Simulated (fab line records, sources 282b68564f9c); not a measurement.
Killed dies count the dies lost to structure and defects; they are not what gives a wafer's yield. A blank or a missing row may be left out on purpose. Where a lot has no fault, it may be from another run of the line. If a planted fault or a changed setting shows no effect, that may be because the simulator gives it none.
Comparing a struck lot with a sound one + flow ritCmos + 26 out of 202 route steps
Sound: wafers L837.1, L837.3, L837.5. The struck wafers were L834.1, L834.4, L834.6. Last of all comes the cause.
Per side, at each step with rows, come the tool, then ch with its chambers, and then its first start. Under that, the readings that differ: sound wafers + struck wafers + difference of the means + sigmas: that difference in standard deviations of wafers without a fault.
alike: readings with means less than 2 such deviations apart, plus words and numbers identical on both sides. not compared: withheld readings, readings lacking a value on some wafer, bounds such as >300 that could conceal the same value, and numbers that have no deviation in the record and whose values overlap.
Wherever a step has rows on one side only, a row that says differs or no value, or a row with sigmas, the two part there. Non-overlapping numbers with no deviation appear without sigmas and do not part them. A reading that every wafer of one side lacks parts them only if that side has two wafers or more.

first, 2 steps without rows for these wafers: RIT_REOX_CLEAN_02 (cleans in SC2, time 600 s); RIT_REOX_OXIDATION_03 (target thk 25.2 nm, ox time 5580 s).
RIT_REOX_THK_MEAS_04:
  sound on filmMetro-03, day 6 01:58; struck on filmMetro-03, day 5 10:50
  alike: REOX_OXIDE_THK
then, 6 steps without rows for these wafers: RIT_NLDD_HMDS_00 (prime time 60 s); RIT_NLDD_COAT_01 (resist thk 1000 nm); RIT_NLDD_SOFTBAKE_02 (time 60 s); RIT_NLDD_EXPOSE_03 (exposes mask M7, target cd 40700 nm); RIT_NLDD_PEB_04; RIT_NLDD_DEVELOP_05 (develop time 50 s).
RIT_NLDD_OVL_MEAS_06:
  sound on overlay-01, day 6 03:05; struck on overlay-01, day 5 12:19
  alike: NLDD_OVL
then, 2 steps without rows for these wafers: RIT_NLDD_HARDBAKE_07 (time 60 s); RIT_NLDD_IMPLANT_08.
RIT_NLDD_STRIP_09: strips in O2, time 180 s.
  sound on plasmaAsher-01 ch 0,1, day 6 03:26; struck on plasmaAsher-02 ch 0,1, day 5 12:39
  no value came back on the struck wafers for chamberPressureMTorr (mTorr), drypumpMotorCurrentA (A), timeS (s); on the sound wafers chamberPressureMTorr (mTorr) reads 3997 4002 4006
| reading                                  | sound | struck            | difference | sigmas |
|------------------------------------------|-------|-------------------|------------|--------|
| model.NOVOLAK_of_NLDD_COAT_01.thkNm (nm) | 0 0 0 | 883.7 882.8 883.7 | +883.4     |        |
  not compared: rfHoursCounterH
RIT_NLDD_TW_MEAS_10:
  sound on filmMetro-03, day 6 03:36; struck on filmMetro-04, day 5 12:50
  alike: NLDD_TW
then, 6 steps without rows for these wafers: RIT_PLDD_HMDS_00 (prime time 60 s); RIT_PLDD_COAT_01 (resist thk 1000 nm); RIT_PLDD_SOFTBAKE_02 (time 60 s); RIT_PLDD_EXPOSE_03 (exposes mask M8, target cd 40900 nm); RIT_PLDD_PEB_04; RIT_PLDD_DEVELOP_05 (develop time 50 s).
RIT_PLDD_OVL_MEAS_06:
  sound on overlay-01, day 6 04:35; struck on overlay-01, day 5 13:52
  alike: PLDD_OVL
then, 2 steps without rows for these wafers: RIT_PLDD_HARDBAKE_07 (time 60 s); RIT_PLDD_IMPLANT_08.
RIT_PLDD_STRIP_09: strips in O2, time 180 s.
  sound on plasmaAsher-03 ch 0,1, day 6 04:56; struck on plasmaAsher-03 ch 0,1, day 5 14:12
  alike: chamberPressureMTorr, drypumpMotorCurrentA
  not compared: rfHoursCounterH
RIT_PLDD_TW_MEAS_10:
  sound on filmMetro-03, day 6 05:06; struck on filmMetro-04, day 5 14:22
| reading | sound          | struck   | difference | sigmas      |
|---------|----------------|----------|------------|-------------|
| PLDD_TW | 2331 2335 2336 | 30 30 30 | -2304      | -99 or more |
then, 1 step without rows for these wafers: RIT_SPACER_CLEAN_00 (cleans in SC1, time 600 s).

## WHERE THEY PART
Last at RIT_PLDD_TW_MEAS_10 as far as this record goes, first at RIT_NLDD_STRIP_09.

WHY: whatever the simulator had introduced
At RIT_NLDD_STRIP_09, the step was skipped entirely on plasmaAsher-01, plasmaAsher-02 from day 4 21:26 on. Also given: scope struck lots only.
